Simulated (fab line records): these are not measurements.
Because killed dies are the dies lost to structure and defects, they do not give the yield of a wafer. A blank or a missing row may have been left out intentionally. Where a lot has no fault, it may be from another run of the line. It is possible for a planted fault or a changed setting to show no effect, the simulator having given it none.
8D (eight disciplines) problem report, filled in by code | flow berkeley-cmos170 | the parts of the form that need people (team, actions taken, sign-off) are left out

## 1. WHAT WENT WRONG
V1_TEOS_THK at UCB170_V1_THK_MEAS_01 reads a mean of 1748 nm on 2 wafers of 2 lots; wafers without a fault read 1999 nm with a standard deviation of 25. That puts it -10 standard deviations away from the usual mean.
First seen on wafer L744.6, day 11 20:46, on film-metro-03. Wafers with a number at this step in the record: 42, from 14 lots. By rule, "out" or "out of limits" means more than 4 standard deviations away from the usual mean. Any other wafer with a number is counted as sound.

## 2. WHAT THIS IS AND IS NOT
question                    | is                           | is not
which readings at this step | V1_TEOS_THK                  | -
which lots                  | L744, L746                   | L728, L729, L730, L732, L733, L734, L735, L736, L737, L738, L749, L750
which wafers of those lots  | L744.6, L746.5               | L744.4, L744.5, L746.1, L746.3
read on which gauges        | film-metro-01, film-metro-03 | film-metro-04
when                        | from day 11 20:46            | up to then (32 sound wafers); but 8 sound wafers of L746, L749, L750 came after

## 3. WHAT RULES OUT EACH SUSPECT
Counting: any tool at a process step up to the reading remains a suspect provided it ran every lot that is out. Sound lots after the first of them don't rule it out here, since some wafers of a struck lot are sound.
- ruled out: the gauge at UCB170_V1_THK_MEAS_01. 2 gauges (film-metro-01, film-metro-03) read the wafers that are out.
- pecvd-03 at UCB170_V1_CVD_00 (deposits SiO2 from TEOS/O2, target thk 2000 nm, time 250 s): kept. It processed each lot that is out (first: L744, day 11 20:39); up to then, its last sound lot is L738 (day 10 21:38). Out on those wafers are its own readings of rf-fwd-power-W.
- At UCB170_V1_CVD_00, inside pecvd-03: chamber 0 took the wafers that are out, while their sound lot-mates went through chambers 1, 2.
After counting, what remains is pecvd-03 at UCB170_V1_CVD_00.

## 4. THE CAUSE (what the simulator had put in)
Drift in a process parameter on pecvd-03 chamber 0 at UCB170_V1_CVD_00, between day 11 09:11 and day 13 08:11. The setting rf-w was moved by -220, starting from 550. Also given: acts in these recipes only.
After counting, this tool was the only one left.

## 5. THE CHAIN OF EFFECTS, in route order
One row per reading whose mean, taken over the struck wafers that have a number, lies over 3 standard deviations from the usual. Only readings whose record carries a usual standard deviation are examined. hours: median over the lots of the time between each lot's start at the first step of this table that gives one and its start at this step. sigmas: the change, counted in usual standard deviations.
hours | step                  | reading        | usual   | on struck wafers | change | sigmas
0     | UCB170_V1_CVD_00      | rf-fwd-power-W | 548.4 W | 328.7            | -219.7 | -99 or more
0     | UCB170_V1_THK_MEAS_01 | V1_TEOS_THK    | 1999 nm | 1748             | -252   | -10
It contains these process steps:
- UCB170_V1_CVD_00: deposits SiO2 from TEOS/O2, target thk 2000 nm, time 250 s.

## 6. WHAT WOULD HAVE CAUGHT IT SOONER
In this record the first reading out of limits at a measuring or inspecting step was taken at day 11 20:46, 12 hours after the fault began at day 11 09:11.
Tool's own readings at UCB170_V1_CVD_00, rf-fwd-power-W: out on all struck wafers the step has rows for; an alarm limit on them would have tripped on the first.
Among the 2 lots that are out, L746 began UCB170_V1_CVD_00 on pecvd-03 after day 11 20:46. Putting the tool on hold at that point would have spared it.
